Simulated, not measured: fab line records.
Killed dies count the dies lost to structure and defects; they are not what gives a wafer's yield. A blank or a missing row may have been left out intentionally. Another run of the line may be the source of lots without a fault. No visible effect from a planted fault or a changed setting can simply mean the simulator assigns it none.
Split-lot experiment -- flow rit-cmos -- 23 wafers read from 5 lots, route of 202 steps

THE SPLIT
At RIT_SPACER_CVD_03 (deposits Si3N4 from SiH2Cl2/NH3, target thk 250 nm, time 3300 s), the setting temp-c was moved away from the recipe's 810 C on 10 of the 23 wafers read, by -2.9% to +2.0%. The other wafers ran this setting at the recipe's value.

BETWEEN THE SPLIT AND THE READING: the file shows 1 step in between
- RIT_SPACER_THK_MEAS_04

THE READING
oes-product-au, in a.u., at RIT_SPACER_ETCHBACK_05 (etches Si3N4 in SF6/CHF3, stops on SiO2, target depth 250 nm, time 240 s). A value of 0.841 a.u. with a standard deviation of 0.019 a.u. is what fault-free wafers of this fab line usually give.

wafer,"tool, chamber at the split","temp-c as run, C",against the recipe,"oes-product-au, a.u.",against lot-mates on the recipe
L074.1,"-, -",810,recipe,0.829,-
L074.3,"-, -",810,recipe,0.838,-
L074.4,"-, -",810,recipe,0.859,-
L074.5,"-, -",810,recipe,0.863,-
L074.6,"-, -",810,recipe,0.825,-
L076.1,"-, -",810,recipe,0.827,-
L076.2,"-, -",810,recipe,0.862,-
L076.4,"-, -",810,recipe,0.815,-
L076.5,"-, -",810,recipe,0.822,-
L076.6,"-, -",810,recipe,0.821,-
L078.1,"lpcvd-01, 0",810,recipe,0.815,-
L078.4,"lpcvd-01, 0",810,recipe,0.846,-
L078.6,"lpcvd-01, 0",810,recipe,0.815,-
L083.1,"-, -",826.4,+2.0%,1.007,no lot-mate on the recipe
L083.2,"-, -",826.4,+2.0%,0.977,no lot-mate on the recipe
L083.4,"-, -",826.4,+2.0%,0.996,no lot-mate on the recipe
L083.5,"-, -",826.4,+2.0%,1.048,no lot-mate on the recipe
L083.6,"-, -",826.4,+2.0%,0.989,no lot-mate on the recipe
L085.1,"-, -",786.4,-2.9%,0.624,no lot-mate on the recipe
L085.2,"-, -",786.4,-2.9%,0.648,no lot-mate on the recipe
L085.3,"-, -",786.4,-2.9%,0.636,no lot-mate on the recipe
L085.4,"-, -",786.4,-2.9%,0.642,no lot-mate on the recipe
L085.5,"-, -",786.4,-2.9%,0.636,no lot-mate on the recipe

THE FIT
A straight line over all 23 wafers: oes-product-au changes by +0.0734 a.u. for each +1% of temp-c; r = +0.99; the points scatter about the line by 0.021 a.u.
Too few moved wafers have a lot-mate on the recipe to fit a line with each lot's own level taken away.

THE WHOLE CHAIN: every reading that the file lists as answering this split, in the file's order
step,what it does,reading,change (the file's fit),r (the file's)
RIT_SPACER_CVD_03,"deposits Si3N4 from SiH2Cl2/NH3, target thk 250 nm, time 3300 s","Si3N4_of_SPACER_CVD_03.thk-nm (the simulator's own value, which no gauge read)",+33.6 nm for each +1% of the setting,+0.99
RIT_SPACER_THK_MEAS_04,,SPACER_NITRIDE_THK,+33.6 for each +1% of the setting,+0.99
RIT_SPACER_ETCHBACK_05,"etches Si3N4 in SF6/CHF3, stops on SiO2, target depth 250 nm, time 240 s",oes-product-au,+0.0734 a.u. for each +1% of the setting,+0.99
RIT_SPACER_ETCHBACK_05,"etches Si3N4 in SF6/CHF3, stops on SiO2, target depth 250 nm, time 240 s","etch.depth-nm (the simulator's own value, which no gauge read)",+30.8 nm for each +1% of the setting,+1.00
RIT_SPACER_ETCHBACK_05,"etches Si3N4 in SF6/CHF3, stops on SiO2, target depth 250 nm, time 240 s","Si3N4_of_SPACER_CVD_03.thk-nm (the simulator's own value, which no gauge read)",+26.2 nm for each +1% of the setting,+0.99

THE FILE'S OWN FIT
oes-product-au changes by +0.0734 a.u. for each +1% of temp-c, r = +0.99.
